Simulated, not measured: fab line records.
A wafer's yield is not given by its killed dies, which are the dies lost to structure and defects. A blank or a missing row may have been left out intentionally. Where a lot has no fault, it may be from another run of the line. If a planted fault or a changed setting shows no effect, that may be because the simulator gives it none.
Which tool was responsible? -- flow berkeley_cmos170 -- 14 lots, 42 wafers sampled, at 7 steps of a route of 331

## WHAT THE GAUGES SHOWED, per wafer
UCB170_FIELD_THK_MEAS_90.
lot,measured,on,FIELD_OXIDE_LEFT_1_THK (nm)
L141,day 5 16:44,film_metro-04,444 439 437
L149,day 6 11:11,film_metro-04,443 444 445
L151,day 7 03:05,film_metro-04,429 429 430
L152,day 7 19:07,film_metro-01,422 434 435
L155,day 8 03:03,film_metro-03,429 429 432
L156,day 8 03:03,film_metro-01,420 430 434
L157,day 8 03:04,film_metro-04,448 448 439
L153,day 8 03:07,film_metro-04,458 452 452
L158,day 8 03:08,film_metro-01,441 443 432
L163,day 9 04:19,film_metro-03,453 447 454
L162,day 9 05:17,film_metro-03,444 438 452
L159,day 9 05:18,film_metro-01,451 443 445
L160,day 9 05:20,film_metro-03,448 443 450
L164,day 10 00:52,film_metro-01,450 445 452

UCB170_PLDD_CD_MEAS_06: the cd target is 1200 nm.
lot,measured,on,cd_nm (nm)
L141,day 7 02:52,cd_sem-01,1199.4 1199.2 1198.9
L149,day 7 19:13,cd_sem-01,1200.1 1199.7 1200.0
L151,day 8 13:31,cd_sem-02,1200.7 1202.4 1201.8
L152,day 8 22:22,cd_sem-01,1199.7 1200.6 1200.9
L155,day 9 15:42,cd_sem-02,1198.2 1197.2 1198.4
L156,day 9 15:04,cd_sem-02,1203.1 1202.4 1202.1
L157,day 9 08:12,cd_sem-02,1199.3 1198.2 1198.6
L153,day 9 15:22,cd_sem-01,1199.1 1197.9 1198.9
L158,day 9 15:28,cd_sem-02,1200.6 1199.4 1201.1
L163,day 10 20:21,cd_sem-02,1200.4 1200.8 1200.8
L162,day 10 20:08,cd_sem-01,1201.8 1201.5 1200.7
L159,day 10 19:53,cd_sem-02,1200.4 1198.0 1199.4
L160,day 10 19:11,cd_sem-01,1200.8 1201.8 1200.8
L164,day 11 05:59,cd_sem-02,1199.1 1199.1 1198.8

UCB170_PSD_OVL_MEAS_07.
lot,measured,on,PSD_OVL (nm)
L141,day 7 10:58,overlay-02,11 2 3
L149,day 8 02:10,overlay-02,4 3 1
L151,day 9 01:12,overlay-02,-2 -1 0
L152,day 9 09:01,overlay-02,2 7 5
L155,day 10 03:35,overlay-01,-5 -5 -11
L156,day 9 20:57,overlay-01,10 7 10
L157,day 9 20:50,overlay-01,-4 3 -7
L153,day 10 03:28,overlay-02,0 4 2
L158,day 10 03:44,overlay-02,4 -1 -2
L163,day 11 04:53,overlay-02,0 0 -4
L162,day 11 05:55,overlay-01,-5 -8 1
L159,day 11 05:08,overlay-01,-5 -1 -5
L160,day 11 05:37,overlay-02,-4 -1 -3
L164,day 11 13:17,overlay-01,-8 -1 -5

UCB170_PSD_TW_MEAS_10.
lot,measured,on,PSD_TW
L141,day 7 11:16,film_metro-04,2320 2327 2326
L149,day 8 02:29,film_metro-04,2322 2310 2301
L151,day 9 01:29,film_metro-04,30 30 30
L152,day 9 09:17,film_metro-02,30 30 30
L155,day 10 03:52,film_metro-03,2334 2343 2342
L156,day 9 21:16,film_metro-04,2331 2321 2326
L157,day 9 21:07,film_metro-04,2324 2328 2327
L153,day 10 03:45,film_metro-04,2338 2325 2319
L158,day 10 04:02,film_metro-02,2356 2328 2334
L163,day 11 05:11,film_metro-03,2366 2362 2348
L162,day 11 06:12,film_metro-03,2359 2346 2355
L159,day 11 05:25,film_metro-04,2313 2321 2306
L160,day 11 05:54,film_metro-03,2366 2348 2365
L164,day 11 13:34,film_metro-04,2324 2310 2319

UCB170_SDANNEAL_RS_MEAS_02: measures by four-point-probe.
lot,measured,on,PSD_RS (ohm/sq)
L141,day 7 16:37,film_metro-04,75.6 76.0 75.6
L149,day 8 05:20,film_metro-02,75.3 75.5 75.4
L151,day 9 07:30,film_metro-03,133.1 133.1 133.2
L152,day 9 12:05,film_metro-04,133.3 133.1 133.1
L155,day 10 07:40,film_metro-02,76.5 76.0 76.3
L156,day 10 02:07,film_metro-04,75.2 75.4 75.3
L157,day 10 01:41,film_metro-02,75.1 74.7 74.9
L153,day 10 07:30,film_metro-04,75.2 75.3 75.0
L158,day 10 08:30,film_metro-03,75.4 75.6 75.5
L163,day 11 09:40,film_metro-02,75.2 75.6 75.2
L162,day 11 11:17,film_metro-04,75.6 75.6 75.8
L159,day 11 09:49,film_metro-03,76.1 76.2 76.2
L160,day 11 10:46,film_metro-04,75.2 75.3 75.1
L164,day 11 19:04,film_metro-04,75.2 75.1 75.3

## WHAT TOOL EACH LOT RAN ON (gives the tool, then ch and the chambers of the sampled wafers, and finally the start)
lot,UCB170_PSD_IMPLANT_08,UCB170_PSD_STRIP_09
L141,"implanter-02 ch 0, day 7 11:02","plasma_asher-02 ch 0,1, day 7 11:09"
L149,"implanter-04 ch 0, day 8 02:16","plasma_asher-01 ch 0,1, day 8 02:23"
L151,"implanter-04, day 9 01:15","plasma_asher-02 ch 0,1, day 9 01:23"
L152,"implanter-04, day 9 09:02","plasma_asher-02 ch 0,1, day 9 09:11"
L155,"implanter-04 ch 0, day 10 03:37","plasma_asher-02 ch 0,1, day 10 03:46"
L156,"implanter-04 ch 0, day 9 21:01","plasma_asher-02 ch 1, day 9 21:10"
L157,"implanter-04 ch 0, day 9 20:53","plasma_asher-02 ch 0,1, day 9 21:01"
L153,"implanter-02 ch 0, day 10 03:31","plasma_asher-04 ch 0,1, day 10 03:38"
L158,"implanter-03 ch 0, day 10 03:49","plasma_asher-01 ch 0,1, day 10 03:57"
L163,"implanter-03 ch 0, day 11 04:57","plasma_asher-04 ch 0,1, day 11 05:04"
L162,"implanter-04 ch 0, day 11 05:58","plasma_asher-01 ch 1, day 11 06:05"
L159,"implanter-04 ch 0, day 11 05:13","plasma_asher-01 ch 0,1, day 11 05:20"
L160,"implanter-02 ch 0, day 11 05:39","plasma_asher-02 ch 0,1, day 11 05:48"
L164,"implanter-04 ch 0, day 11 13:19","plasma_asher-04 ch 0,1, day 11 13:28"
- UCB170_PSD_IMPLANT_08
- UCB170_PSD_STRIP_09: strips in O2.

## WHAT THE TOOLS THEMSELVES READ (means of the sampled wafers that have a number; where no wafer has one, the mark that the record gives instead)
UCB170_PSD_IMPLANT_08.
lot,tool,beam_energy_keV,beam_on_s (s)
L141,implanter-02,20.009,10.09
L149,implanter-04,20.005,10.01
L151,implanter-04,-,-
L152,implanter-04,-,-
L155,implanter-04,20.003,10.15
L156,implanter-04,20.008,10.06
L157,implanter-04,19.994,10.08
L153,implanter-02,19.994,9.85
L158,implanter-03,20.001,9.93
L163,implanter-03,19.997,10.25
L162,implanter-04,20.003,9.82
L159,implanter-04,20.003,9.95
L160,implanter-02,19.991,10.05
L164,implanter-04,19.997,9.93

UCB170_PSD_STRIP_09.
lot,tool,drypump_motor_current_A (A),oes_product_au (a.u.),strip_time_to_endpoint_s (s)
L141,plasma_asher-02,5.9,0.600,29.39
L149,plasma_asher-01,5.0,0.600,29.32
L151,plasma_asher-02,5.9,0.729,21.68
L152,plasma_asher-02,5.9,0.733,21.66
L155,plasma_asher-02,5.9,0.605,29.40
L156,plasma_asher-02,6.0,0.597,29.41
L157,plasma_asher-02,5.9,0.596,29.50
L153,plasma_asher-04,5.9,0.601,29.47
L158,plasma_asher-01,5.1,0.599,29.54
L163,plasma_asher-04,5.9,0.598,29.26
L162,plasma_asher-01,4.6,0.596,29.36
L159,plasma_asher-01,5.1,0.597,29.38
L160,plasma_asher-02,5.9,0.603,29.38
L164,plasma_asher-04,5.9,0.602,29.56

## THE ANSWER, worked out from the rows above alone
Rule: the usual values come from the lots themselves. Put in order of their means at a reading, lots are off if they are a third of the lots or fewer, leave a main group of 4 or more, and stand apart from it by a gap of 3 or more times the standard deviation of the main group's means; of several such gaps the widest counts. If all means in a main group match to the digits the tables above print for the reading, that group is not used. A lot without any number at a reading at which 4 lots or more have one is off too. Where the step has rows for the other lots, those lots are counted as sound. Order of review: gauges by route order, followed by the tools' own readings, for which a lot's mean as printed above is used. At the first step where some lot is off, the reading lying furthest off is the one used; lots without a number count as furthest.
Off: L151, L152, at UCB170_PSD_TW_MEAS_10 (PSD_TW). Mean 2333 and standard deviation 16 in the main group.
A tool fits if, at a process step before that reading, it ran every lot that is off, and no sound lot after the first of them. The gauges at UCB170_PSD_TW_MEAS_10 aren't tried: what is off there is off at UCB170_PSD_IMPLANT_08 too, on other tools, and a gauge's error can't cause that. None of those tried fits.

## WHAT THE SIMULATOR HAD INSERTED
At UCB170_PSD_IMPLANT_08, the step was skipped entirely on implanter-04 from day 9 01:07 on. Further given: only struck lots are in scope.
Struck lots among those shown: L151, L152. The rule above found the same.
